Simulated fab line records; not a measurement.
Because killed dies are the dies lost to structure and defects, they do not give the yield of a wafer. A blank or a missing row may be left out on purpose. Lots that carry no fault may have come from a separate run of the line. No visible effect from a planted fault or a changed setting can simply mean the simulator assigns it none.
Split-lot experiment -- flow berkeley-cmos170 -- 23 wafers read across 5 lots, on a route 331 steps long

SPLIT DETAILS
At UCB170_PSD_COAT_01 (resist thk 900 nm), the setting spin-rpm was moved away from the recipe's 1500 rpm on 7 of the 23 wafers read, by -4.7% to +7.3%. This setting was run at the recipe's value on the other wafers.

The reading is taken at the split's own step.

THE READING
KrF_of_PSD_COAT_01.thk-nm (the simulator's own value, which no gauge read), in nm, at UCB170_PSD_COAT_01 (resist thk 900 nm). There is no usual value for it anywhere in the file. Across the 16 wafers here that went through the recipe, the average is 901.0 nm and the standard deviation 1.3 nm.

wafer,"tool, chamber at the split","spin-rpm as run, rpm",against the recipe,"KrF_of_PSD_COAT_01.thk-nm, nm",against lot-mates on the recipe
L075.1,"litho-track-01, 0",1500,recipe,899.3,-
L075.2,"litho-track-01, 0",1500,recipe,901.4,-
L075.4,"litho-track-01, 0",1500,recipe,901.4,-
L074.2,"litho-track-01, 0",1609,+7.3%,871.5,-29.8
L074.3,"litho-track-01, 0",1500,recipe,900,-
L074.4,"litho-track-01, 0",1500,recipe,901.5,-
L074.5,"litho-track-01, 0",1500,recipe,902.4,-
L074.6,"litho-track-01, 0",1609,+7.3%,872.7,-28.6
L080.1,"litho-track-02, 0",1500,recipe,903.8,-
L080.2,"litho-track-02, 0",1500,recipe,900.9,-
L080.4,"litho-track-02, 0",1587,+5.8%,876.6,-24.6
L080.5,"litho-track-02, 0",1587,+5.8%,880.5,-20.7
L080.6,"litho-track-02, 0",1500,recipe,898.9,-
L083.1,"litho-track-04, 0",1500,recipe,902.8,-
L083.3,"litho-track-04, 0",1429,-4.7%,923.2,+20.5
L083.4,"litho-track-04, 0",1500,recipe,902.7,-
L083.5,"litho-track-04, 0",1429,-4.7%,922.1,+19.4
L083.6,"litho-track-04, 0",1429,-4.7%,926.5,+23.8
L084.1,"litho-track-02, 0",1500,recipe,900.3,-
L084.2,"litho-track-02, 0",1500,recipe,900,-
L084.6,"litho-track-02, 0",1500,recipe,900,-
L084.3,"litho-track-02, 0",1500,recipe,899.9,-
L084.4,"litho-track-02, 0",1500,recipe,900.4,-

THE FIT
A straight line over all 23 wafers: KrF_of_PSD_COAT_01.thk-nm changes by -4.23 nm for each +1% of spin-rpm; r = -0.99; the points scatter about the line by 1.9 nm.
The same after taking each lot's own level away (the mean of its wafers on the recipe; 23 wafers): -4.13 nm for each +1%; r = -0.99; scatter 1.5 nm.
The reading moves by 30 nm for the largest change in spin-rpm, on that fit.
The span of the lots' own levels, 900.12 to 902.75 nm, comes to 2.0 times the standard deviation stated above.
The two slopes are in agreement: the lot-to-lot level therefore moves the slope only a little.
Check: for one of the wafers moved furthest among these (+7.3%), held out of the fit, the line's prediction against its lot-mates is -29.6 nm. It came out at -29.8 nm against them.

THE WHOLE CHAIN: every reading that the file lists as answering this split, in the file's order
step,what it does,reading,change (the file's fit),r (the file's)
UCB170_PSD_COAT_01,resist thk 900 nm,"KrF_of_PSD_COAT_01.thk-nm (the simulator's own value, which no gauge read)",-4.08 nm for each +1% of the setting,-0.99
UCB170_PSD_STRIP_09,strips in O2,strip-time-to-endpoint-s,withheld for each +1% of the setting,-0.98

FILE'S OWN FIT
KrF_of_PSD_COAT_01.thk-nm changes by -4.08 nm for each +1% of spin-rpm, r = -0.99.
